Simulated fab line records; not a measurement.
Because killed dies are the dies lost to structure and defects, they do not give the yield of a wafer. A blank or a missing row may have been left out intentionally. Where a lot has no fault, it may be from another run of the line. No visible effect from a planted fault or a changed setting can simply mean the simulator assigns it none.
2 desks looking at one fault    flow berkeley-cmos170    every desk sees just its own numbers, and what lay behind them comes last

## METROLOGY DESK
What the gauges read for every lot (on any tool): the sampled wafers with a number, averaged. If a lot's mean is further than 4 standard deviations from the usual mean, the lot is out of limits and carries the mark OUT (the distance appears in the brackets).
Columns: A = cd-nm at UCB170_V1_CD_MEAS_90, usual 699.9 nm; B = M2_AL_THK at UCB170_M2_THK_MEAS_03, usual 862 nm
lot   first seen here  A      B
L177  day 8 16:15      698.5  860
L178  day 8 18:03      699.8  876
L181  day 9 09:07      700.7  857
L184  day 10 05:19     701.6  867
L185  day 10 17:52     700.3  863
L188  day 11 01:23     699.8  868
L189  day 11 04:29     699.0  872
L187  day 11 04:40     698.2  862
L191  day 11 14:46     701.7  849
L194  day 12 08:27     701.1  852
L199  day 13 11:03     699.4  864
L200  day 14 14:03     701.1  871
Result from this desk: across the 12 lots, nothing is out of limits.

## THE TOOL OWNER'S DESK: litho-track-01
The tool's own readings at UCB170_V1_PEB_10: means of the sampled wafers that have a number, for each lot that ran on this tool. If a lot's mean is further than 4 standard deviations from the usual mean, the lot is out of limits and carries the mark OUT (the distance appears in the brackets).
Columns: A = chill-plate-temp-C at UCB170_V1_PEB_10, usual 23.00 C; B = exhaust-pa at UCB170_V1_PEB_10, usual 45.1 Pa; C = plate-temp-C at UCB170_V1_PEB_10, usual 130.01 C; D = resist-line-temp-C at UCB170_V1_PEB_10, usual 23.00 C
lot   first seen here  A      B     C       D
L177  day 8 15:32      23.02  45.0  130.04  22.97
L178  day 8 17:20      23.13  45.9  130.08  23.04
L199  day 13 10:21     23.01  46.6  129.88  22.84
L200  day 14 13:16     23.07  45.0  129.88  22.86
Result from this desk: across the 4 lots, nothing is out of limits.

## BROUGHT TOGETHER
At the metrology desk, nothing out of limits was observed.
Nothing out of limits was seen by the tool owner's desk.

## WHAT THE SIMULATOR HAD INSERTED
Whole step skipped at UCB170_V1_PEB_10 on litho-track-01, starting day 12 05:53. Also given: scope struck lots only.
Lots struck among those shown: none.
